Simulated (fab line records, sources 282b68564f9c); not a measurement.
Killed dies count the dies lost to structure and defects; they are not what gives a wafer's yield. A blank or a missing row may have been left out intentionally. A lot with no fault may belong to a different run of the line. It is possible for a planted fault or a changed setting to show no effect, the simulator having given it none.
fab line records -- flow rit-cmos
[record] lots = 7, wafers = 21, last-day = 6
route steps=202 shown ACTIVE@1 FOX1@20 FOX2@23 M1@202
lots that met no fault: taken from a fault-free run of the same line
start-h: hours from the record's first day to the start of the lot's first wafer shown -- wait-h: hours from the lot's prior step to this one -- " as in the row above -- L1.1+2: one row covering several wafers at once -- - either no value or no given start -- * or withheld: withheld -- < > ~ a bound
route shown NAME@n: names a module that has steps shown in the file, with the first one's number in the route -- usual: mean/standard deviation taken from wafers without a fault -- same: alike in all rows -- chamber/n: place in a boat -- sites: readings site by site -- _std_site: the values' standard deviation -- _edge_site: mean of outer sites minus mean of inner sites -- radius-mm: for every site, how far away it sits from the centre of the wafer -- mask NAME#n: copy n -- behind: tool/chamber where the wafer was last shaped -- hold: why the lot went on hold/how many hours it stayed there/how the hold came to an end -- device: whichever transistor did not switch (one of n, p or np) -- end of line: the same wafers' tests at the end of the route -- for a step that has no rows: nothing shown but its recipe -- killed: count of dies lost to structure and defects at first sort (not the wafer's yield) -- map: per-die view of a wafer (x killed, . not killed, _ where there is no die)
set.NAME: the setting that was run; set.NAME@STEP: the one run at that earlier step -- model.NAME: the simulator's own value behind a step, which no gauge read
lots at some steps of the route; a table a step, a row a wafer
services: the hour from which a tool's chamber was out of use, counted from the record's first day as start-h (under 0 if before that day), plus the number of hours and why
[[steps]]
[step RIT_ACTIVE_BOW_MEAS_00]
[recipe] mode = bow
[usual] INCOMING_BOW = 0/6
lot.wafer,tool,chamber,start-h,wait-h,INCOMING_BOW[um]
L932.1,film-metro-02,-,10.00,-,4
L932.4,film-metro-02,-,10.00,-,-4
L932.6,film-metro-02,-,10.00,-,7
L935.2,film-metro-03,-,25.02,-,1
L935.3,film-metro-03,-,25.02,-,-13
L935.4,film-metro-03,-,25.02,-,-3
L936.1,film-metro-02,-,30.00,-,-6
L936.2,film-metro-02,-,30.00,-,-7
L936.3,film-metro-02,-,30.00,-,-3
L941.2,film-metro-03,-,55.02,-,-6
L941.3,film-metro-03,-,55.02,-,4
L941.5,film-metro-03,-,55.02,-,5
L944.1,film-metro-02,-,70.00,-,-3
L944.3,film-metro-02,-,70.00,-,-1
L944.6,film-metro-02,-,70.00,-,2
L945.2,film-metro-03,-,75.02,-,-6
L945.3,film-metro-03,-,75.02,-,2
L945.4,film-metro-03,-,75.02,-,-4
L947.1,film-metro-04,-,85.00,-,4
L947.2,film-metro-04,-,85.00,-,1
L947.6,film-metro-04,-,85.00,-,-2
[step RIT_ACTIVE_OXIDATION_01]
[recipe] temp-c = 1003, ambient = O2, target-thk-a = 468, ox-time-s = 3360
lot.wafer,tool,chamber,start-h,wait-h
L932.1+4+6,furnace-04,0,10.12,0.1
L935.2+3+4,furnace-02,0,25.12,0.1
L936.1+2+3,furnace-03,0,30.12,0.1
L941.2+3+5,furnace-02,0,55.47,0.4
L944.1+3+6,furnace-02,0,70.12,0.1
L944.1+3+6,furnace-04,0,72.65,0.6
L945.2+3+4,furnace-04,0,75.12,0.1
L945.2+3+4,furnace-04,0,78.13,1.1
L947.1+2+6,furnace-02,0,85.12,0.1
L947.1+2+6,furnace-02,0,87.22,0.2
[step RIT_ACTIVE_THK_MEAS_02]
[recipe] reads = SiO2_of_ACTIVE_OXIDATION_01
[usual] ACTIVE_OXIDE_THK = 48.1/0.81
lot.wafer,tool,chamber,start-h,wait-h,ACTIVE_OXIDE_THK[nm]
L932.1,film-metro-04,-,12.05,0.0,48.5
L932.4,film-metro-04,-,12.05,0.0,48.7
L932.6,film-metro-04,-,12.05,0.0,48.4
L935.2,film-metro-02,-,27.06,0.0,49.4
L935.3,film-metro-02,-,27.06,0.0,49.9
L935.4,film-metro-02,-,27.06,0.0,49.0
L936.1,film-metro-02,-,32.05,0.0,48.7
L936.2,film-metro-02,-,32.05,0.0,48.4
L936.3,film-metro-02,-,32.05,0.0,48.3
L941.2,film-metro-02,-,57.41,0.0,48.6
L941.3,film-metro-02,-,57.41,0.0,48.6
L941.5,film-metro-02,-,57.41,0.0,48.3
L944.1,film-metro-02,-,74.58,0.0,75.4
L944.3,film-metro-02,-,74.58,0.0,74.4
L944.6,film-metro-02,-,74.58,0.0,76.8
L945.2,film-metro-02,-,80.13,0.1,78.6
L945.3,film-metro-02,-,80.13,0.1,77.7
L945.4,film-metro-02,-,80.13,0.1,77.5
L947.1,film-metro-04,-,89.15,0.0,78.9
L947.2,film-metro-04,-,89.15,0.0,79.3
L947.6,film-metro-04,-,89.15,0.0,78.2
[step RIT_ACTIVE_CVD_03]
[recipe] material = Si3N4, target-thk-nm = 150, temp-c = 810, precursor = SiH2Cl2/NH3, time-s = 1500, pressure-mtorr = 300, sih2cl2-flow-sccm = 60, nh3-flow-sccm = 150
[step RIT_ACTIVE_THK_MEAS_04]
[recipe] reads = Si3N4_of_ACTIVE_CVD_03
[usual] ACTIVE_NITRIDE_THK = 149.7/1.3
lot.wafer,tool,chamber,start-h,wait-h,ACTIVE_NITRIDE_THK[nm]
L932.1,film-metro-04,-,13.53,0.0,148.2
L932.4,film-metro-04,-,13.53,0.0,149.3
L932.6,film-metro-04,-,13.53,0.0,148.5
L935.2,film-metro-04,-,28.54,0.0,149.2
L935.3,film-metro-04,-,28.54,0.0,148.5
L935.4,film-metro-04,-,28.54,0.0,149.4
L936.1,film-metro-04,-,33.53,0.0,149.9
L936.2,film-metro-04,-,33.53,0.0,150.5
L936.3,film-metro-04,-,33.53,0.0,149.1
L941.2,film-metro-02,-,58.89,0.0,149.9
L941.3,film-metro-02,-,58.89,0.0,149.0
L941.5,film-metro-02,-,58.89,0.0,149.7
L944.1,film-metro-03,-,76.59,0.0,148.9
L944.3,film-metro-03,-,76.59,0.0,149.6
L944.6,film-metro-03,-,76.59,0.0,149.1
L945.2,film-metro-03,-,81.87,0.0,152.6
L945.3,film-metro-03,-,81.87,0.0,153.5
L945.4,film-metro-03,-,81.87,0.0,153.1
L947.1,film-metro-03,-,92.11,0.1,150.6
L947.2,film-metro-03,-,92.11,0.1,152.2
L947.6,film-metro-03,-,92.11,0.1,149.8
[step RIT_ACTIVE_HMDS_05]
[recipe] prime-time-s = 60, prime-temp-c = 140
[step RIT_ACTIVE_COAT_06]
[recipe] resist = NOVOLAK, spin-rpm = 3250, resist-thk-nm = 1000
[step RIT_ACTIVE_SOFTBAKE_07]
[recipe] resist = NOVOLAK, temp-c = 90, time-s = 60
[step RIT_ACTIVE_EXPOSE_08]
[recipe] mask-id = M1, na = 0.6, source-shape = conventional, sigma-outer = 0.6, target-cd-nm = 1400, dose-mj = 225
[step RIT_ACTIVE_PEB_09]
[recipe] resist = NOVOLAK, temp-c = withheld, time-s = withheld
[step RIT_ACTIVE_DEVELOP_10]
[recipe] resist = NOVOLAK, develop-time-s = 50, dev-temp-c = 22.53
[step RIT_ACTIVE_CD_MEAS_11]
[recipe] target-cd-nm = 1400
[usual] cd-nm = 1399.2/2.3
lot.wafer,tool,chamber,start-h,wait-h,cd-nm
L932.1,cd-sem-01,-,14.44,-,1398.5
L932.4,cd-sem-01,-,14.44,-,1400.7
L932.6,cd-sem-01,-,14.44,-,1400.0
L935.2,cd-sem-02,-,29.58,-,1400.6
L935.3,cd-sem-02,-,29.58,-,1400.1
L935.4,cd-sem-02,-,29.58,-,1401.8
L936.1,cd-sem-02,-,34.56,-,1402.9
L936.2,cd-sem-02,-,34.56,-,1398.0
L936.3,cd-sem-02,-,34.56,-,1401.8
L941.2,cd-sem-01,-,59.93,-,1400.9
L941.3,cd-sem-01,-,59.93,-,1400.7
L941.5,cd-sem-01,-,59.93,-,1399.9
L944.1,cd-sem-02,-,77.72,-,1396.9
L944.3,cd-sem-02,-,77.72,-,1398.4
L944.6,cd-sem-02,-,77.72,-,1396.2
L945.2,cd-sem-02,-,83.07,-,1403.1
L945.3,cd-sem-02,-,83.07,-,1400.8
L945.4,cd-sem-02,-,83.07,-,1400.3
L947.1,cd-sem-01,-,93.27,-,1403.4
L947.2,cd-sem-01,-,93.27,-,1401.8
L947.6,cd-sem-01,-,93.27,-,1403.4
[step RIT_ACTIVE_HARDBAKE_12]
[recipe] resist = NOVOLAK, temp-c = 140, time-s = 60
[step RIT_ACTIVE_ETCH_13]
[recipe] stop-on = SiO2, chemistry = SF6, target = Si3N4, time-s = 210, over-etch-frac = 0.4, SF6_flow_sccm = 200, pressure-mtorr = 260, rf-w = 125, target-depth-a = 2100
[usual] drypump-motor-current-A = 5.8/0.52, oes-product-au = 0.815/0.014, rf-fwd-power-W = 124.6/0.41, throttle-valve-pct = 7.41/0.099
lot.wafer,tool,chamber,start-h,wait-h,drypump-motor-current-A,oes-product-au,rf-fwd-power-W,rf-hours-counter-h,throttle-valve-pct,model.SiO2_of_ACTIVE_OXIDATION_01.thk-nm
L932.1,rie-diel-01,2,14.71,0.1,6.6,0.809,124.3,50,7.38,47.21
L932.4,rie-diel-01,0,14.71,0.1,5.8,0.840,125.1,-,7.39,47.22
L932.6,rie-diel-01,2,14.71,0.1,6.6,0.817,124.0,-,7.39,47.16
L935.2,rie-diel-04,0,29.83,0.1,6.4,0.801,124.2,95,7.47,49.36
L935.3,rie-diel-04,1,29.83,0.1,6.4,0.806,124.8,18,7.31,46.73
L935.4,rie-diel-04,2,29.83,0.1,5.8,0.831,125.2,107,7.32,45.81
L936.1,rie-diel-01,2,34.83,0.1,6.6,0.821,124.2,51,7.37,47.45
L936.2,rie-diel-01,3,34.83,0.1,4.7,0.798,124.9,34,7.42,47.38
L936.3,rie-diel-01,0,34.83,0.1,5.8,0.837,124.6,128,7.39,46.84
L941.2,rie-diel-04,2,60.28,0.1,5.8,0.843,124.5,108,7.31,45.39
L941.3,rie-diel-04,1,60.28,0.1,6.3,0.793,124.5,19,7.31,45.38
L941.5,rie-diel-04,0,60.28,0.1,6.4,0.806,124.9,-,7.46,48.23
L944.1,rie-diel-01,2,77.99,0.1,6.6,0.816,124.4,52,7.40,74.14
L944.3,rie-diel-01,0,77.99,0.1,5.8,0.841,124.4,129,7.40,72.92
L944.6,rie-diel-01,2,77.99,0.1,6.6,0.823,124.9,-,7.38,75.54
L945.2,rie-diel-04,2,83.32,0.1,5.8,0.840,124.7,108,7.33,75.35
L945.3,rie-diel-04,1,83.32,0.1,6.4,0.817,124.3,19,7.31,74.61
L945.4,rie-diel-04,0,83.32,0.1,6.4,0.833,125.4,96,7.48,77.48
L947.1,rie-diel-02,3,93.61,0.1,5.2,0.815,124.8,3,7.55,78.06
L947.2,rie-diel-02,2,93.61,0.1,5.2,0.816,124.5,5,7.30,79.19
L947.6,rie-diel-02,2,93.61,0.1,5.2,0.813,124.7,-,7.29,77.95
[step RIT_ACTIVE_STRIP_14]
[recipe] chemistry = O2, time-s = 180, resist = NOVOLAK, platen-temp-c = withheld, power-w = 500, pressure-mtorr = 4000, o2-flow-sccm = 4000
[usual] drypump-motor-current-A = 6.0/0.37
lot.wafer,tool,chamber,start-h,wait-h,drypump-motor-current-A,rf-hours-counter-h
L932.1,plasma-asher-01,0,14.84,0.1,6.4,38
L932.4,plasma-asher-01,0,14.84,0.1,6.4,-
L932.6,plasma-asher-01,0,14.84,0.1,6.4,-
L935.2,plasma-asher-04,1,29.97,0.1,6.4,36
L935.3,plasma-asher-04,1,29.97,0.1,6.4,-
L935.4,plasma-asher-04,0,29.97,0.1,5.8,-
L936.1,plasma-asher-03,1,34.97,0.1,6.1,40
L936.2,plasma-asher-03,0,34.97,0.1,5.8,40
L936.3,plasma-asher-03,1,34.97,0.1,6.1,-
L941.2,plasma-asher-01,0,60.41,0.1,6.5,42
L941.3,plasma-asher-01,1,60.41,0.1,5.1,-
L941.5,plasma-asher-01,0,60.41,0.1,6.4,-
L944.1,plasma-asher-01,1,78.12,0.1,5.2,44
L944.3,plasma-asher-01,1,78.12,0.1,5.2,-
L944.6,plasma-asher-01,1,78.12,0.1,5.2,-
L945.2,plasma-asher-03,1,83.46,0.1,6.1,45
L945.3,plasma-asher-03,0,83.46,0.1,5.8,-
L945.4,plasma-asher-03,1,83.46,0.1,6.1,-
L947.1,plasma-asher-04,0,93.74,0.1,5.9,42
L947.2,plasma-asher-04,1,93.74,0.1,6.3,42
L947.6,plasma-asher-04,1,93.74,0.1,6.4,-
[step RIT_ACTIVE_CD_MEAS_90]
[recipe] target-cd-nm = 1400
[usual] cd-nm = 1399.2/2.3
lot.wafer,tool,chamber,start-h,wait-h,cd-nm
L932.1,cd-sem-02,-,15.02,0.1,1398.3
L932.4,cd-sem-02,-,15.02,0.1,1400.6
L932.6,cd-sem-02,-,15.02,0.1,1400.0
L935.2,cd-sem-01,-,30.16,0.1,1401.0
L935.3,cd-sem-01,-,30.16,0.1,1399.9
L935.4,cd-sem-01,-,30.16,0.1,1401.1
L936.1,cd-sem-01,-,35.14,0.1,1402.6
L936.2,cd-sem-01,-,35.14,0.1,1398.1
L936.3,cd-sem-01,-,35.14,0.1,1402.0
L941.2,cd-sem-02,-,60.61,0.1,1401.1
L941.3,cd-sem-02,-,60.61,0.1,1400.4
L941.5,cd-sem-02,-,60.61,0.1,1399.6
L944.1,cd-sem-01,-,78.30,0.1,1396.8
L944.3,cd-sem-01,-,78.30,0.1,1398.1
L944.6,cd-sem-01,-,78.30,0.1,1395.7
L945.2,cd-sem-02,-,83.65,0.1,1402.7
L945.3,cd-sem-02,-,83.65,0.1,1400.7
L945.4,cd-sem-02,-,83.65,0.1,1400.2
L947.1,cd-sem-01,-,93.92,0.1,1402.8
L947.2,cd-sem-01,-,93.92,0.1,1402.1
L947.6,cd-sem-01,-,93.92,0.1,1403.0
[step RIT_ACTIVE_CLEAN_15]
[recipe] chemistry = SC1, mix = 3:3:50, time-s = 600, temp-c = 75
[step RIT_ACTIVE_CLEAN_16]
[recipe] chemistry = dHF, dilution = 50:1, time-s = 30
[step RIT_ACTIVE_CLEAN_17]
[recipe] chemistry = SC2, mix = 3:3:50, time-s = 600, temp-c = 75, dry = n2-spin
[step RIT_FOX1_OXIDATION_00]
[recipe] temp-c = 1100, ambient = H2O, target-thk-a = 3507, p-h2o-torr = 720, ox-time-s = 1130
[step RIT_FOX1_THK_MEAS_01]
[recipe] reads = SiO2_of_FOX1_OXIDATION_00
[usual] FOX1_OXIDE_THK = 351/6.2
lot.wafer,tool,chamber,start-h,wait-h,FOX1_OXIDE_THK[nm]
L932.1,film-metro-02,-,16.82,0.0,358
L932.4,film-metro-02,-,16.82,0.0,353
L932.6,film-metro-02,-,16.82,0.0,359
L935.2,film-metro-04,-,31.96,0.0,339
L935.3,film-metro-04,-,31.96,0.0,352
L935.4,film-metro-04,-,31.96,0.0,344
L936.1,film-metro-01,-,36.98,0.0,360
L936.2,film-metro-01,-,36.98,0.0,364
L936.3,film-metro-01,-,36.98,0.0,367
L941.2,film-metro-02,-,62.40,0.0,344
L941.3,film-metro-02,-,62.40,0.0,342
L941.5,film-metro-02,-,62.40,0.0,342
L944.1,film-metro-01,-,80.10,0.0,358
L944.3,film-metro-01,-,80.10,0.0,359
L944.6,film-metro-01,-,80.10,0.0,362
L945.2,film-metro-01,-,85.57,0.0,360
L945.3,film-metro-01,-,85.57,0.0,354
L945.4,film-metro-01,-,85.57,0.0,348
L947.1,film-metro-04,-,96.59,0.0,349
L947.2,film-metro-04,-,96.59,0.0,349
L947.6,film-metro-04,-,96.59,0.0,348
[step RIT_FOX1_WET_ETCH_02]
[recipe] chemistry = BOE, target-depth-nm = 350, time-s = 390, temp-c = 21.5, dry = n2-spin, dilution = 10:1, target = SiO2
[step RIT_FOX2_OXIDATION_00]
[recipe] temp-c = 1100, ambient = H2O, target-thk-a = 3507, p-h2o-torr = 720, ox-time-s = 1130
[step RIT_FOX2_THK_MEAS_01]
[recipe] reads = SiO2_of_FOX2_OXIDATION_00
[usual] FOX2_OXIDE_THK = 350/6.2
lot.wafer,tool,chamber,start-h,wait-h,FOX2_OXIDE_THK[nm]
L932.1,film-metro-01,-,18.31,0.0,359
L932.4,film-metro-01,-,18.31,0.0,356
L932.6,film-metro-01,-,18.31,0.0,360
L935.2,film-metro-01,-,33.46,0.0,353
L935.3,film-metro-01,-,33.46,0.0,355
L935.4,film-metro-01,-,33.46,0.0,356
L936.1,film-metro-03,-,38.47,0.0,347
L936.2,film-metro-03,-,38.47,0.0,340
L936.3,film-metro-03,-,38.47,0.0,338
L941.2,film-metro-01,-,63.89,0.0,349
L941.3,film-metro-01,-,63.89,0.0,355
L941.5,film-metro-01,-,63.89,0.0,351
L944.1,film-metro-01,-,83.37,0.0,356
L944.3,film-metro-01,-,83.37,0.0,353
L944.6,film-metro-01,-,83.37,0.0,356
L945.2,film-metro-02,-,87.39,0.0,358
L945.3,film-metro-02,-,87.39,0.0,354
L945.4,film-metro-02,-,87.39,0.0,356
L947.1,film-metro-01,-,98.27,0.1,350
L947.2,film-metro-01,-,98.27,0.1,352
L947.6,film-metro-01,-,98.27,0.1,349
[step RIT_FOX2_CLEAN_02]
[recipe] chemistry = dHF, dilution = 50:1, time-s = 174
[step RIT_FOX2_WET_ETCH_03]
[recipe] chemistry = H3PO4, target = Si3N4, target-depth-nm = 195, temp-c = 165, time-s = 2700
lot.wafer,tool,chamber,start-h,wait-h,model.SiO2_of_ACTIVE_OXIDATION_01.thk-nm
L932.1,wet-bench-04,2,18.43,0.0,42.08
L932.4,wet-bench-04,2,18.43,0.0,42.06
L932.6,wet-bench-04,2,18.43,0.0,42.02
L935.2,wet-bench-02,2,33.56,0.0,43.89
L935.3,wet-bench-02,2,33.56,0.0,41.58
L935.4,wet-bench-02,2,33.56,0.0,40.75
L936.1,wet-bench-04,2,38.59,0.0,42.23
L936.2,wet-bench-04,2,38.59,0.0,42.19
L936.3,wet-bench-04,2,38.59,0.0,41.71
L941.2+3,wet-bench-01,2,63.99,0.0,40.34
L941.5,wet-bench-01,2,63.99,0.0,42.88
L944.1,wet-bench-01,2,83.49,0.0,65.93
L944.3,wet-bench-01,2,83.49,0.0,64.82
L944.6,wet-bench-01,2,83.49,0.0,67.22
L945.2,wet-bench-04,2,87.80,0.3,66.88
L945.3,wet-bench-04,2,87.80,0.3,66.21
L945.4,wet-bench-04,2,87.80,0.3,68.77
L947.1,wet-bench-02,1,98.70,0.3,69.42
L947.2,wet-bench-02,1,98.70,0.3,70.4
L947.6,wet-bench-02,1,98.70,0.3,69.25
[step RIT_FOX2_THK_MEAS_90]
[recipe] reads = SiO2_of_FOX2_OXIDATION_00
[usual] FIELD_OXIDE_LEFT_1_THK = 323/6.2
lot.wafer,tool,chamber,start-h,wait-h,FIELD_OXIDE_LEFT_1_THK[nm]
L932.1,film-metro-01,-,19.19,0.0,333
L932.4,film-metro-01,-,19.19,0.0,330
L932.6,film-metro-01,-,19.19,0.0,333
L935.2,film-metro-02,-,34.48,0.0,326
L935.3,film-metro-02,-,34.48,0.0,329
L935.4,film-metro-02,-,34.48,0.0,329
L936.1,film-metro-02,-,39.35,0.0,320
L936.2,film-metro-02,-,39.35,0.0,313
L936.3,film-metro-02,-,39.35,0.0,311
L941.2,film-metro-01,-,64.76,0.0,322
L941.3,film-metro-01,-,64.76,0.0,328
L941.5,film-metro-01,-,64.76,0.0,325
L944.1,film-metro-03,-,84.32,0.0,329
L944.3,film-metro-03,-,84.32,0.0,326
L944.6,film-metro-03,-,84.32,0.0,329
L945.2,film-metro-01,-,88.57,0.0,331
L945.3,film-metro-01,-,88.57,0.0,327
L945.4,film-metro-01,-,88.57,0.0,329
L947.1,film-metro-01,-,99.45,0.0,322
L947.2,film-metro-01,-,99.45,0.0,324
L947.6,film-metro-01,-,99.45,0.0,322
[step RIT_M1_PROBE_99]
[usual] killed_at_M0_to_M3 = 0.0/0.12, killed-at-contacts = 0.1/0.29, killed-at-front-end = 7/3, killed-dies = 7/3, killed-open = 3.5/2, killed-short = 3.4/2
[same] gross-dies = 264, killed_at_M4_up = 0, killed-at-back-side = 0, killed-at-other = 0
lot.wafer,tool,chamber,start-h,wait-h,killed_at_M0_to_M3,killed-at-contacts,killed-at-front-end,killed-dies,killed-open,killed-short
L932.1,prober-01,-,56.71,0.1,0,0,8,8,5,3
L932.4,prober-01,-,56.86,0.2,0,0,12,12,9,3
L932.6,prober-01,-,56.96,0.2,0,1,12,13,6,7
L935.2,prober-02,-,72.09,0.1,0,0,9,9,7,2
L935.3,prober-02,-,72.14,0.2,0,0,9,9,3,6
L935.4,prober-02,-,72.19,0.2,0,0,8,8,4,4
L936.1,prober-01,-,76.04,0.1,0,0,3,3,0,3
L936.2,prober-01,-,76.09,0.1,0,0,6,6,4,2
L936.3,prober-01,-,76.14,0.2,0,0,13,13,6,7
L941.2,prober-02,-,102.65,0.1,0,0,7,7,4,3
L941.3,prober-02,-,102.70,0.2,0,0,11,11,7,4
L941.5,prober-02,-,102.80,0.2,0,0,9,9,6,3
L944.1,prober-01,-,124.36,0.1,0,0,4,4,1,3
L944.3,prober-01,-,124.46,0.2,0,0,4,4,2,2
L944.6,prober-01,-,124.61,0.2,0,0,7,7,3,4
L945.2,prober-02,-,138.03,0.1,1,0,6,7,5,2
L945.3,prober-02,-,138.08,0.2,0,0,5,5,3,2
L945.4,prober-02,-,138.13,0.2,0,0,4,4,4,0
// killed by level:class
L932.1 FOX2:geometric-particle:open=2 GATE:geometric-particle:short=2 SPACER:geometric-particle:open=2 FOX2:geometric-particle:short=1 GATE:geometric-particle:open=1
L932.4 GATE:geometric-particle:open=4 FOX2:geometric-particle:short=2 REOX:geometric-particle:open=2 FOX1:geometric-particle:open=1 GATE:geometric-particle:short=1 SPACER:geometric-particle:open=1 SILICIDE:geometric-particle:open=1
L932.6 SPACER:geometric-particle:open=3 SPACER:geometric-particle:short=3 GATE:geometric-particle:short=2 SILICIDE:geometric-particle:open=1 GATE:geometric-particle:open=1 REOX:geometric-particle:open=1 SILICIDE:geometric-particle:short=1 CONTACT:geometric-particle:short=1
L935.2 REOX:geometric-particle:open=3 SPACER:geometric-particle:open=2 FOX2:geometric-particle:open=1 GATE:geometric-particle:short=1 GATE:geometric-particle:open=1 SPACER:geometric-particle:short=1
L935.3 FOX1:geometric-particle:short=3 SILICIDE:geometric-particle:short=2 GATE:geometric-particle:open=1 REOX:geometric-particle:open=1 REOX:geometric-particle:short=1 SPACER:geometric-particle:open=1
L935.4 FOX1:geometric-particle:short=1 GATE:geometric-particle:open=1 GATE:geometric-particle:short=1 REOX:geometric-particle:open=1 SPACER:geometric-particle:short=1 SPACER:geometric-particle:open=1 SILICIDE:geometric-particle:short=1 SILICIDE:geometric-particle:open=1
L936.1 REOX:geometric-particle:short=1 SPACER:geometric-particle:short=1 SILICIDE:geometric-particle:short=1
L936.2 SILICIDE:geometric-particle:open=2 FOX1:geometric-particle:open=1 GATE:geometric-particle:short=1 GATE:geometric-particle:open=1 REOX:geometric-particle:short=1
L936.3 FOX1:geometric-particle:short=3 GATE:geometric-particle:open=3 SPACER:geometric-particle:short=2 SILICIDE:geometric-particle:open=2 FOX1:geometric-particle:open=1 FOX2:geometric-particle:short=1 GATE:geometric-particle:short=1
L941.2 SILICIDE:geometric-particle:short=3 SPACER:geometric-particle:open=2 SILICIDE:geometric-particle:open=2
L941.3 SILICIDE:geometric-particle:open=3 GATE:geometric-particle:open=2 GATE:geometric-particle:short=2 REOX:geometric-particle:open=2 SILICIDE:geometric-particle:short=2
L941.5 GATE:geometric-particle:open=2 SPACER:geometric-particle:short=2 SILICIDE:geometric-particle:open=2 FOX1:geometric-particle:open=1 FOX2:geometric-particle:open=1 FOX2:geometric-particle:short=1
L944.1 FOX1:geometric-particle:short=1 GATE:geometric-particle:open=1 GATE:geometric-particle:short=1 SPACER:geometric-particle:short=1
L944.3 FOX1:geometric-particle:short=1 FOX1:geometric-particle:open=1 GATE:geometric-particle:open=1 SPACER:geometric-particle:short=1
L944.6 GATE:geometric-particle:short=2 FOX2:geometric-particle:short=1 GATE:geometric-particle:open=1 REOX:geometric-particle:short=1 SPACER:geometric-particle:open=1 SILICIDE:geometric-particle:open=1
L945.2 GATE:geometric-particle:open=2 GATE:geometric-particle:short=1 REOX:geometric-particle:open=1 SPACER:geometric-particle:open=1 SPACER:geometric-particle:short=1 M1:geometric-particle:open=1
L945.3 SPACER:geometric-particle:open=2 FOX2:geometric-particle:short=1 GATE:geometric-particle:open=1 REOX:geometric-particle:short=1
L945.4 SPACER:geometric-particle:open=2 FOX1:geometric-particle:open=1 REOX:geometric-particle:open=1
[[services]]
tool,chamber,start-h,hours,kind
rie-diel-01,3,4.00,14.9,repair
furnace-03,-,6.07,5.3,repair
rie-diel-02,-,37.46,14.6,pm
rie-diel-01,-,42.55,0.4,repair
rie-diel-02,2,52.72,4.6,repair
rie-diel-01,1,55.66,-,clean
rie-diel-01,1,55.66,24.1,scheduled-down
rie-diel-01,1,55.66,24.1,vent-cycle
rie-diel-01,3,63.31,4.3,repair
rie-diel-04,3,64.87,3.3,repair
rie-diel-02,2,75.81,2.2,repair
rie-diel-01,-,89.55,1.4,repair
rie-diel-04,-,95.78,2.8,pm
rie-diel-01,1,97.98,8.9,repair
[[key]]
[first-sign] step = RIT_ACTIVE_OXIDATION_01, reading = visit, direction = added
[effect] step = RIT_ACTIVE_THK_MEAS_02, reading = ACTIVE_OXIDE_THK, direction = up, sigmas = 36, usual = 48.1, struck = 77.4
[model-effect] step = RIT_ACTIVE_ETCH_13, value = SiO2_of_ACTIVE_OXIDATION_01.thk-nm, without = 47.22, struck = 75.97
[model-effect] step = RIT_FOX2_WET_ETCH_03, value = SiO2_of_ACTIVE_OXIDATION_01.thk-nm, without = 42.11, struck = 67.66
met-at RIT_ACTIVE_OXIDATION_01
struck-wafers L944.1,L944.3,L944.6,L945.2,L945.3,L945.4,L947.1,L947.2,L947.6
rows-end L947.1,L947.2,L947.6
tester-left-out L944,L945
[fault] kind = repeated-step-whole, tool = furnace-02,furnace-03,furnace-04, chamber = -, onset-h = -, steps = RIT_ACTIVE_OXIDATION_01, times = 1, scope = struck-lots-only
// tester-left-out: of these lots the tester's yield and bins aren't shown, on N5 and GAA mostly nor the transistor test; their killed dies are dies lost to structure and defects alone, not to doping, threshold or leakage, so they don't give the yield
// rows-end: these wafers met a further fault down the route, and their rows from its step on are left out
